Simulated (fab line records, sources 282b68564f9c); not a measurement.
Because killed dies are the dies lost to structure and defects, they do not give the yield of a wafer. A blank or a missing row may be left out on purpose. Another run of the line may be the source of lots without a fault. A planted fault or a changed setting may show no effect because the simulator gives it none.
Problem report in the 8D (eight disciplines) form, filled by code || flow rit_cmos || the parts of the form that need people (team, actions taken, sign-off) are left out

== 1. WHAT IS WRONG ==
tilt_deg at RIT_PRETRO_IMPLANT_08 reads a mean of 6.250 degrees on 6 wafers of 2 lots; wafers without a fault read 6.995 degrees with a standard deviation of 0.018. Relative to the usual mean, that is a shift of -41 standard deviations.
Earliest sighting: wafer L342.1 on implanter-02 at day 4 16:34. The record holds 42 wafers of 14 lots with a number at this step. Rule for "out" (also "out of limits"): further than 4 standard deviations from the usual mean. All remaining wafers that have a number are taken as sound.

== 2. WHAT IT IS; WHAT IT IS NOT ==
{"question": "which readings at this step", "is": "tilt_deg", "is not": "-"}
{"question": "which lots", "is": "L342, L346", "is not": "L332, L333, L334, L335, L336, L337, L338, L339, L340, L341, L353, L354"}
{"question": "which wafers of those lots", "is": "all that have a number", "is not": "-"}
{"question": "read on which tools", "is": "implanter-02", "is not": "implanter-01, implanter-03"}
{"question": "when", "is": "from day 4 16:34", "is not": "up to then (30 sound wafers); but 6 sound wafers of L353, L354 came after"}

== 3. SUSPECTS, AND WHAT RULES EACH OUT ==
Counting: any tool at a process step up to the reading is kept as a suspect provided that every lot that is out went through it and no sound lot did after the first of them.
- implanter-02 at RIT_PRETRO_IMPLANT_08: kept. All lots that are out passed through it, beginning with L342 at day 4 16:34, and no sound lot followed; its final sound lot before that point was L339 at day 4 02:04. Out on those wafers are its own readings of tilt_deg.
After counting, what remains is implanter-02 at RIT_PRETRO_IMPLANT_08.

== 4. THE CAUSE (what the simulator had put in) ==
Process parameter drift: implanter-02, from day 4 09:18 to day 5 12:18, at RIT_PRETRO_IMPLANT_08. The setting tilt_deg was moved by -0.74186, starting from 7. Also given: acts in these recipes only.
After counting, this tool was the only one left.

== 5. THE EFFECT CHAIN, in route order ==
Rows list readings where the struck wafers' mean (over those with a number) sits beyond 3 standard deviations from the usual. Scope: only readings with a usual standard deviation given in the record; hours: median across lots of the time from each lot's start at the first step in this table that gives one to its start at this step; sigmas: change in usual standard deviations.
{"hours": 0, "step": "RIT_PRETRO_IMPLANT_08", "reading": "tilt_deg", "usual": "6.995 degrees", "on struck wafers": 6.250, "change": -0.745, "sigmas": -41}
Here are the process steps it includes:
- RIT_PRETRO_IMPLANT_08

== 6. HOW IT WOULD HAVE BEEN CAUGHT EARLIER ==
7 hours passed between the start of the fault at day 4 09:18 and the first reading out of limits in this record, taken at day 4 16:34.
